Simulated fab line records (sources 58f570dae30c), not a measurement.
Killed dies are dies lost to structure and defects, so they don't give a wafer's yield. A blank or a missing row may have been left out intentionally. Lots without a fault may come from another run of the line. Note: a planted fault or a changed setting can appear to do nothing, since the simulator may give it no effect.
fab line records -- flow berkeley_cmos170
[record] lots = 7, wafers = 21, last_day = 13
route steps=331 shown M1@253 V1@254
lots that met no fault: from a run of the same line without faults
start_h: hours from the record's first day to the start of the lot's first wafer shown -- wait_h: hours from the lot's prior step to this one -- " repeats the value in the row above -- L1.1+2: several wafers, shown together as one row -- - either no value or no given start -- * or withheld: withheld -- < > ~ a bound
route shown NAME@n: a module of which the file shows steps, and the number in the route of the first -- usual: mean/standard deviation of fault-free wafers -- same: alike in all rows -- chamber/n: place in a boat -- sites: each site's reading -- _std_site: the values' standard deviation -- _edge_site: the outer-site mean with the inner-site mean subtracted -- radius_mm: how far each site lies from the wafer's centre -- mask NAME#n: copy n -- behind: the last tool/chamber to shape the wafer -- hold: why the lot went on hold/how many hours it stayed there/how the hold came to an end -- device: names the non-switching transistor (n, p or np) -- end of line: the tests these same wafers got at the end of their route -- a step given without rows: its recipe and nothing more -- killed: dies that structure and defects cost at the first sort, which is not the same as the wafer's yield -- map: dies across one wafer; x = killed, . = not, _ = none there
set.NAME: setting as actually run; set.NAME@STEP: the setting as run at that earlier step -- model.NAME: the simulator's own value behind a step, which no gauge read
lots at some steps of the route; a table a step, a row a wafer
services: the hour from which a tool's chamber was out of use, counted from the record's first day as start_h (under 0 if before that day), plus the number of hours and why
[[steps]]
[step UCB170_M1_ANNEAL_14]
[recipe] temp_c = 400, time_s = 1200, ambient = forming_gas
[step UCB170_V1_CVD_00]
[recipe] material = SiO2, target_thk_nm = 2000, temp_c = 390, precursor = TEOS/O2, time_s = 250, rf_w = 550, pressure_mtorr = 9000
[usual] heater_power_w = 246/48, pressure_mtorr = 8999/17
[same] time_s = 250
lot.wafer,tool,chamber,start_h,wait_h,heater_power_w,pressure_mtorr
L590.2,pecvd-01,0,175.12,0.0,319,9021
L590.4,pecvd-01,1,175.12,0.0,199,8978
L590.5,pecvd-01,2,175.12,0.0,312,8990
L598.2,pecvd-03,2,210.00,0.0,235,8976
L598.5,pecvd-03,1,210.00,0.0,200,9004
L598.6,pecvd-03,2,210.00,0.0,295,8970
L607.4,pecvd-03,0,256.99,0.1,174,8989
L607.5,pecvd-03,2,256.99,0.1,198,8985
L607.6,pecvd-03,1,256.99,0.1,268,9025
L608.1,pecvd-03,2,262.55,0.0,253,8990
L608.4,pecvd-03,1,262.55,0.0,272,9011
L608.6,pecvd-03,2,262.55,0.0,199,9005
L609.4,pecvd-02,2,263.96,0.1,258,8982
L609.5,pecvd-02,1,263.96,0.1,229,8998
L609.6,pecvd-02,0,263.96,0.1,162,8985
L610.2,pecvd-01,0,279.24,0.0,326,8972
L610.4,pecvd-01,2,279.24,0.0,215,9027
L610.5,pecvd-01,1,279.24,0.0,204,8994
L612.1,pecvd-01,1,290.58,0.0,259,9019
L612.3,pecvd-01,2,290.58,0.0,247,9011
L612.6,pecvd-01,0,290.58,0.0,230,8989
[step UCB170_V1_THK_MEAS_01]
[recipe] reads = SiO2_of_V1_CVD_00
[usual] V1_TEOS_THK = 1998/24
lot.wafer,tool,chamber,start_h,wait_h,V1_TEOS_THK[nm]
L590.2,film_metro-02,-,175.29,0.1,2013
L590.4,film_metro-02,-,175.29,0.1,2026
L590.5,film_metro-02,-,175.29,0.1,2055
L598.2,film_metro-04,-,210.16,0.1,1959
L598.5,film_metro-04,-,210.16,0.1,2007
L598.6,film_metro-04,-,210.16,0.1,2000
L607.4,film_metro-04,-,257.10,0.0,2048
L607.5,film_metro-04,-,257.10,0.0,2003
L607.6,film_metro-04,-,257.10,0.0,2026
L608.1,film_metro-01,-,262.71,0.1,1982
L608.4,film_metro-01,-,262.71,0.1,2027
L608.6,film_metro-01,-,262.71,0.1,2021
L609.4,film_metro-04,-,264.07,0.0,2032
L609.5,film_metro-04,-,264.07,0.0,2011
L609.6,film_metro-04,-,264.07,0.0,1988
L610.2,film_metro-04,-,279.41,0.1,1983
L610.4,film_metro-04,-,279.41,0.1,2015
L610.5,film_metro-04,-,279.41,0.1,2000
L612.1,film_metro-02,-,290.74,0.1,1989
L612.3,film_metro-02,-,290.74,0.1,2005
L612.6,film_metro-02,-,290.74,0.1,2007
[step UCB170_V1_CMP_02]
[recipe] material = SiO2, down_force_psi = 6, platen_rpm = 60, pad_velocity_m_s = 0.75398
[usual] motor_current_A = 16.8/1.6, slurry_flow_ml_min = 149.9/0.46
lot.wafer,tool,chamber,start_h,wait_h,motor_current_A,slurry_flow_ml_min
L590.4,cmp-02,2,175.34,0.0,17.5,150.1
L590.2,cmp-02,3,175.34,0.0,19.1,150.1
L590.5,cmp-02,2,175.34,0.0,19.1,150.1
L598.2,cmp-01,1,210.31,0.1,15.6,149.9
L598.5,cmp-01,3,210.31,0.1,18.6,149.5
L598.6,cmp-01,0,210.31,0.1,13.6,149.2
L607.4,cmp-02,1,257.13,0.0,16.2,149.5
L607.5,cmp-02,1,257.13,0.0,15.6,150.0
L607.6,cmp-02,2,257.13,0.0,18.8,150.3
L608.4,cmp-01,0,262.77,0.0,14.0,150.6
L608.1,cmp-01,1,262.77,0.0,15.8,149.6
L608.6,cmp-01,0,262.77,0.0,13.4,149.9
L609.4,cmp-02,3,264.15,0.1,18.5,150.6
L609.6,cmp-02,2,264.15,0.1,18.0,150.1
L609.5,cmp-02,3,264.15,0.1,18.4,150.2
L610.2,cmp-02,3,279.56,0.1,19.0,149.2
L610.4,cmp-02,0,279.56,0.1,16.5,150.1
L610.5,cmp-02,2,279.56,0.1,17.9,149.8
L612.3,cmp-02,1,290.80,0.0,17.4,149.8
L612.1,cmp-02,2,290.80,0.0,18.7,149.1
L612.6,cmp-02,2,290.80,0.0,18.2,149.4
[step UCB170_V1_BOW_MEAS_03]
[recipe] mode = bow
[usual] V1_BOW = 17/6.8
lot.wafer,tool,chamber,start_h,wait_h,V1_BOW[um]
L590.2,film_metro-02,-,175.66,0.2,20
L590.4,film_metro-02,-,175.66,0.2,18
L590.5,film_metro-02,-,175.66,0.2,26
L598.2,film_metro-04,-,210.53,0.2,17
L598.5,film_metro-04,-,210.53,0.2,25
L598.6,film_metro-04,-,210.53,0.2,4
L607.4,film_metro-02,-,257.49,0.3,11
L607.5,film_metro-02,-,257.49,0.3,14
L607.6,film_metro-02,-,257.49,0.3,17
L608.1,film_metro-01,-,263.07,0.2,36
L608.4,film_metro-01,-,263.07,0.2,13
L608.6,film_metro-01,-,263.07,0.2,25
L609.4,film_metro-02,-,264.46,0.3,17
L609.5,film_metro-02,-,264.46,0.3,19
L609.6,film_metro-02,-,264.46,0.3,22
L610.2,film_metro-04,-,279.78,0.2,28
L610.4,film_metro-04,-,279.78,0.2,21
L610.5,film_metro-04,-,279.78,0.2,16
L612.1,film_metro-01,-,291.10,0.2,14
L612.3,film_metro-01,-,291.10,0.2,18
L612.6,film_metro-01,-,291.10,0.2,2
[step UCB170_V1_THK_MEAS_04]
[recipe] reads = SiO2_of_V1_CVD_00
[usual] V1_POLISHED_THK = 1000.8/0.95
lot.wafer,tool,chamber,start_h,wait_h,V1_POLISHED_THK[nm]
L590.2,film_metro-02,-,175.77,0.1,1001.6
L590.4,film_metro-02,-,175.77,0.1,1000.9
L590.5,film_metro-02,-,175.77,0.1,1001.2
L598.2,film_metro-04,-,210.64,0.1,1000.6
L598.5,film_metro-04,-,210.64,0.1,999.8
L598.6,film_metro-04,-,210.64,0.1,999.3
L607.4,film_metro-02,-,257.58,0.1,1001.2
L607.5,film_metro-02,-,257.58,0.1,1001.3
L607.6,film_metro-02,-,257.58,0.1,1001.3
L608.1,film_metro-01,-,263.19,0.1,999.4
L608.4,film_metro-01,-,263.19,0.1,1002.6
L608.6,film_metro-01,-,263.19,0.1,1002.9
L609.4,film_metro-02,-,264.55,0.1,1002.2
L609.5,film_metro-02,-,264.55,0.1,1001.1
L609.6,film_metro-02,-,264.55,0.1,1001.3
L610.2,film_metro-04,-,279.89,0.1,1001.6
L610.4,film_metro-04,-,279.89,0.1,1000.1
L610.5,film_metro-04,-,279.89,0.1,1001.4
L612.1,film_metro-01,-,291.22,0.1,1000.7
L612.3,film_metro-01,-,291.22,0.1,1000.5
L612.6,film_metro-01,-,291.22,0.1,1001.3
[step UCB170_V1_CLEAN_05]
[recipe] chemistry = DIW
[step UCB170_V1_HMDS_06]
[recipe] prime_time_s = 60, prime_temp_c = 100
[step UCB170_V1_COAT_07]
[recipe] resist = KrF, spin_rpm = 1500, resist_thk_nm = 900
[step UCB170_V1_SOFTBAKE_08]
[recipe] resist = KrF, temp_c = 130, time_s = 60
[step UCB170_V1_EXPOSE_09]
[recipe] mask_id = VIA1, target_cd_nm = 700, na = 0.5, sigma_outer = 0.6, source_shape = conventional, dose_mj = 37
[step UCB170_V1_PEB_10]
[recipe] peb_temp_c = 130, peb_time_s = withheld, resist = KrF
[usual] chill_plate_temp_C = 23.00/0.1, plate_sensor_t_centre_C = 131.41/0.01, plate_sensor_t_edge_C = 131.53/0.0095
lot.wafer,tool,chamber,start_h,wait_h,chill_plate_temp_C,plate_sensor_t_centre_C,plate_sensor_t_edge_C
L590.2,litho_track-02,0,177.51,0.6,22.88,131.41,131.52
L590.4,litho_track-02,0,177.51,0.6,22.97,131.43,131.53
L590.5,litho_track-02,0,177.51,0.6,23.21,131.41,131.52
L598.2,litho_track-02,0,214.01,0.1,22.92,131.43,131.53
L598.5,litho_track-02,0,214.01,0.1,23.03,131.42,131.53
L598.6,litho_track-02,0,214.01,0.1,22.87,131.41,131.51
L607.4,litho_track-02,0,258.43,0.1,23.08,131.41,131.53
L607.5,litho_track-02,0,258.43,0.1,23.07,131.41,131.54
L607.6,litho_track-02,0,258.43,0.1,23.13,131.42,131.53
L608.1,litho_track-02,0,266.17,0.2,22.98,131.41,131.52
L608.4,litho_track-02,0,266.17,0.2,22.83,131.43,131.52
L608.6,litho_track-02,0,266.17,0.2,23.06,131.4,131.54
L609.4,litho_track-02,0,266.52,0.4,23.12,131.41,131.53
L609.5,litho_track-02,0,266.52,0.4,23.03,131.43,131.56
L609.6,litho_track-02,0,266.52,0.4,23.03,131.41,131.53
L610.2,litho_track-02,0,281.32,0.4,23.09,131.4,131.54
L610.4,litho_track-02,0,281.32,0.4,23.02,131.42,131.54
L610.5,litho_track-02,0,281.32,0.4,23.04,131.39,131.51
L612.1,litho_track-03,0,292.14,0.1,22.96,131.38,131.52
L612.3,litho_track-03,0,292.14,0.1,22.97,131.4,131.51
L612.6,litho_track-03,0,292.14,0.1,22.84,131.4,131.53
[step UCB170_V1_DEVELOP_11]
[recipe] developer = TMAH, develop_time_s = 45, resist = KrF, dev_temp_c = 21
[usual] chill_plate_temp_C = 23.00/0.11, develop_time_s = 45/0
lot.wafer,tool,chamber,start_h,wait_h,chill_plate_temp_C,develop_time_s,model.KrF_of_V1_COAT_07.thk_nm
L590.2,litho_track-02,0,177,-,22.72,45,885.8
L590.4,litho_track-02,0,177,-,22.85,45,889.5
L590.5,litho_track-02,0,177,-,22.97,45,885.7
L598.2,litho_track-02,0,214,-,23.00,45,891.6
L598.5,litho_track-02,0,214,-,22.99,45,891.8
L598.6,litho_track-02,0,214,-,22.98,45,892
L607.4,litho_track-02,-,258,-,-,-,898.9
L607.5,litho_track-02,-,258,-,-,-,902.8
L607.6,litho_track-02,-,258,-,-,-,899.6
L608.1,litho_track-02,-,266,-,-,-,897.9
L608.4,litho_track-02,-,266,-,-,-,898.3
L608.6,litho_track-02,-,266,-,-,-,898.2
L609.4,litho_track-02,-,266,-,-,-,902.5
L609.5,litho_track-02,-,266,-,-,-,903.4
L609.6,litho_track-02,-,266,-,-,-,902.6
L610.2,litho_track-02,0,281,-,23.07,45,882
L610.4,litho_track-02,0,281,-,22.96,45,882.5
L610.5,litho_track-02,0,281,-,23.04,45,886.2
L612.1,litho_track-03,0,292,-,23.16,45,886.5
L612.3,litho_track-03,0,292,-,23.08,45,890.7
L612.6,litho_track-03,0,292,-,22.95,45,888.1
[step UCB170_V1_CD_MEAS_12]
[recipe] target_cd_nm = 700
[usual] cd_nm = 699.4/1.6
lot.wafer,tool,chamber,start_h,wait_h,cd_nm
L590.2,cd_sem-01,-,177.78,-,700.9
L590.4,cd_sem-01,-,177.78,-,699.1
L590.5,cd_sem-01,-,177.78,-,699.1
L598.2,cd_sem-01,-,214.28,-,699.8
L598.5,cd_sem-01,-,214.28,-,699.7
L598.6,cd_sem-01,-,214.28,-,699.2
L607.4,cd_sem-01,-,258.69,-,-
L607.5,cd_sem-01,-,258.69,-,-
L607.6,cd_sem-01,-,258.69,-,-
L608.1,cd_sem-01,-,266.45,-,-
L608.4,cd_sem-01,-,266.45,-,-
L608.6,cd_sem-01,-,266.45,-,-
L609.4,cd_sem-02,-,266.78,-,-
L609.5,cd_sem-02,-,266.78,-,-
L609.6,cd_sem-02,-,266.78,-,-
L610.2,cd_sem-01,-,281.59,-,700.3
L610.4,cd_sem-01,-,281.59,-,697.5
L610.5,cd_sem-01,-,281.59,-,698.0
L612.1,cd_sem-01,-,292.42,-,700.2
L612.3,cd_sem-01,-,292.42,-,700.0
L612.6,cd_sem-01,-,292.42,-,698.3
[[services]]
tool,chamber,start_h,hours,kind
pecvd-02,-,153.66,5.5,pm
cmp-02,-,168.11,6.8,pm
pecvd-02,0,171.37,18.4,repair
pecvd-03,2,174.37,3.5,repair
pecvd-03,-,178.46,2.1,repair
cmp-02,-,179.90,3.9,repair
cmp-02,-,183.54,0.9,repair
cmp-02,-,232.00,4.0,pm
cmp-02,-,236.00,-,consumable_replace:conditioner
cmp-02,-,236.00,-,consumable_replace:pad
pecvd-03,-,242.50,14.0,pm
pecvd-03,0,242.50,14.0,vent_cycle
pecvd-03,1,242.50,14.0,vent_cycle
pecvd-03,2,242.50,14.0,vent_cycle
pecvd-02,2,242.72,16.8,repair
cmp-01,-,245.73,6.0,pm
pecvd-03,0,256.50,-,clean
pecvd-03,1,256.50,-,clean
pecvd-03,2,256.50,-,clean
cmp-02,-,257.44,0.5,repair
litho_track-03,-,262.31,-,consumable_replace:filter
[[key]]
[first_sign] step = UCB170_V1_DEVELOP_11, reading = tool_record, direction = missing
effect none on later readings
[model_effect] step = UCB170_V1_DEVELOP_11, value = KrF_of_V1_COAT_07.thk_nm, without = 886.2, struck = 900.5
met_at UCB170_V1_DEVELOP_11
struck_wafers L607.4,L607.5,L607.6,L608.1,L608.4,L608.6,L609.4,L609.5,L609.6
later_rows_left_out L607.4,L607.5,L607.6,L608.1,L608.4,L608.6,L609.4,L609.5,L609.6
sort_left_out L607.4,L607.5,L607.6,L608.1,L608.4,L608.6,L609.4,L609.5,L609.6
onset_between 214 258
[fault] kind = skipped_step_whole, tool = litho_track-02, chamber = -, onset_h = 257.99, steps = UCB170_V1_DEVELOP_11, scope = struck_lots_only
// sort_left_out: the simulated sort isn't trusted on such a fault, so these wafers' sort isn't shown, and their yield isn't known
// later_rows_left_out: the simulator's readings of these wafers behind a module that went badly wrong aren't trusted and aren't shown, but for the sort
